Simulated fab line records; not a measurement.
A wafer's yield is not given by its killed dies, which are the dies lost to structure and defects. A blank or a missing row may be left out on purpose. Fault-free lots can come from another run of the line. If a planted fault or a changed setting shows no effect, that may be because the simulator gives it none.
Chamber matching || flow berkeley_cmos170 || UCB170_SPACER_CVD_00 on pecvd-01: 3 sister chambers
The step deposits SiO2 from TEOS/O2, target thk 376 nm, time 47 s. 3 wafers are shown with their chamber, then 7 later ones without.

== EACH WAFER AND ITS CHAMBER ==
{"wafer": "L310.1", "chamber": 0, "heater_power_w (W)": 140}
{"wafer": "L313.4", "chamber": 2, "heater_power_w (W)": 219}
{"wafer": "L313.5", "chamber": 1, "heater_power_w (W)": 236}

== WAFERS WITH NO CHAMBER GIVEN ==
{"wafer": "L313.6", "heater_power_w (W)": 250}
{"wafer": "L314.3", "heater_power_w (W)": 224}
{"wafer": "L314.5", "heater_power_w (W)": 260}
{"wafer": "L314.6", "heater_power_w (W)": 247}
{"wafer": "L318.2", "heater_power_w (W)": 301}
{"wafer": "L318.5", "heater_power_w (W)": 311}
{"wafer": "L318.6", "heater_power_w (W)": 199}

== WHICH CHAMBER EACH ONE RAN IN ==
{"wafer": "L313.6", "from the rows above": "can't be placed: 1 or 2", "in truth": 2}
{"wafer": "L314.3", "from the rows above": "can't be placed: 2 or 1 or 0", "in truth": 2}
{"wafer": "L314.5", "from the rows above": "can't be placed: 1 or 2", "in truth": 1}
{"wafer": "L314.6", "from the rows above": "can't be placed: 1 or 2", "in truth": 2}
{"wafer": "L318.2", "from the rows above": "can't be placed: 1 or 2", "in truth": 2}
{"wafer": "L318.5", "from the rows above": "can't be placed: 1 or 2", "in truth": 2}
{"wafer": "L318.6", "from the rows above": "can't be placed: 2 or 1 or 0", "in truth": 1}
Correct placement for 0 of the 7. From these rows, 7 cannot be placed; in 7 the true chamber is one of the candidates. Number placed wrongly: 0.
How it was worked out, from the rows above alone: a wafer's distance from a chamber is the root of the sum, over the readings, of the square of ((its reading less the chamber's mean) divided by the reading's scatter). If the next closest chamber is less than 2 further off than the closest, the wafer can't be placed; otherwise it belongs to the closest. For every chamber, the mean is computed from those of its wafers that are shown. The scatter: root of mean squared gap, hidden wafer to nearest shown wafer, with one shown wafer a chamber.
